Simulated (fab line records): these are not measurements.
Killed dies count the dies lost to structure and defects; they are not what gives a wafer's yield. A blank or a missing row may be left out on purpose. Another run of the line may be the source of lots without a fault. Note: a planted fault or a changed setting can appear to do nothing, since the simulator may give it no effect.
Problem report, 8D (eight disciplines) form, completed by code    flow rit_cmos    the parts of the form that need people (team, actions taken, sign-off) are left out

== 1. WHAT IS WRONG ==
Mean CONTACT_TEOS_THK at RIT_CONTACT_THK_MEAS_01: 256 nm over 6 wafers in 2 lots; fault-free wafers: 404 nm, standard deviation 5. That is -30 standard deviations from the usual mean.
Seen first at day 6 02:49 on film_metro-03, wafer L631.1. Wafers with a number at this step in the record: 42, from 14 lots. Rule for "out", or "out of limits": more than 4 standard deviations from the usual mean. The rest of the wafers with a number are treated as sound.

== 2. WHAT IT IS, WHAT IT ISN'T ==
question                     is                      is not
which readings at this step  CONTACT_TEOS_THK        -
which lots                   L631, L634              L621, L623, L624, L625, L626, L627, L628, L630, L632, L638, L640, L642
which wafers of those lots   all that have a number  -
read on which gauges         film_metro-03           film_metro-01, film_metro-04
when                         from day 6 02:49        up to then (24 sound wafers); but 12 sound wafers of L632, L638, L640, L642 came after

== 3. SUSPECTS, AND WHAT RULES EACH OUT ==
Counting: a tool at any process step up to the reading remains a suspect when it ran all the lots that are out and ran no sound lot after the first of those.
- the gauge at RIT_CONTACT_THK_MEAS_01: kept. All the wafers that are out were read on film_metro-03, and no step on other tools shows them out.
- pecvd-02 at RIT_CONTACT_CVD_00 (deposits SiO2 from TEOS, target thk 400 nm, time 61 s): kept. It processed each lot that is out, first L631 at day 6 02:44, and no sound lot thereafter; up to then, the last sound lot it processed was L628 at day 5 03:23.
The count leaves film_metro-03 at RIT_CONTACT_THK_MEAS_01 and pecvd-02 at RIT_CONTACT_CVD_00.

== 4. THE CAUSE (what the simulator had put in) ==
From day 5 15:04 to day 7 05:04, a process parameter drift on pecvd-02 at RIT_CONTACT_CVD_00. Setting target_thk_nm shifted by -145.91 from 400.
This tool is one of the 2 suspects left after counting.

== 5. SEQUENCE OF EFFECTS, ordered by route ==
Rows list readings where the struck wafers' mean (over those with a number) sits beyond 3 standard deviations from the usual. Readings are gone through only where the record gives a usual standard deviation; hours: the median, over the lots, of the time from a lot's start at the first step in this table giving one to that lot's start at this step; sigmas: the change measured in usual standard deviations.
hours  step                     reading           usual   on struck wafers  change  sigmas
0      RIT_CONTACT_THK_MEAS_01  CONTACT_TEOS_THK  404 nm  256               -148    -30

== 6. WHAT WOULD HAVE CAUGHT IT SOONER ==
Counted from the fault's start at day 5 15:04, it took 12 hours until the first out-of-limits reading at a measuring or inspecting step in this record, taken at day 6 02:49.
No tool reading at RIT_CONTACT_CVD_00 that has a usual standard deviation in the record was out on any struck wafer, so an alarm limit of 4 standard deviations on those readings would not have fired.
Lots out: 2; of these, L634 started RIT_CONTACT_CVD_00 on pecvd-02 after day 6 02:49. It would have been spared by a hold on the tool at that moment.
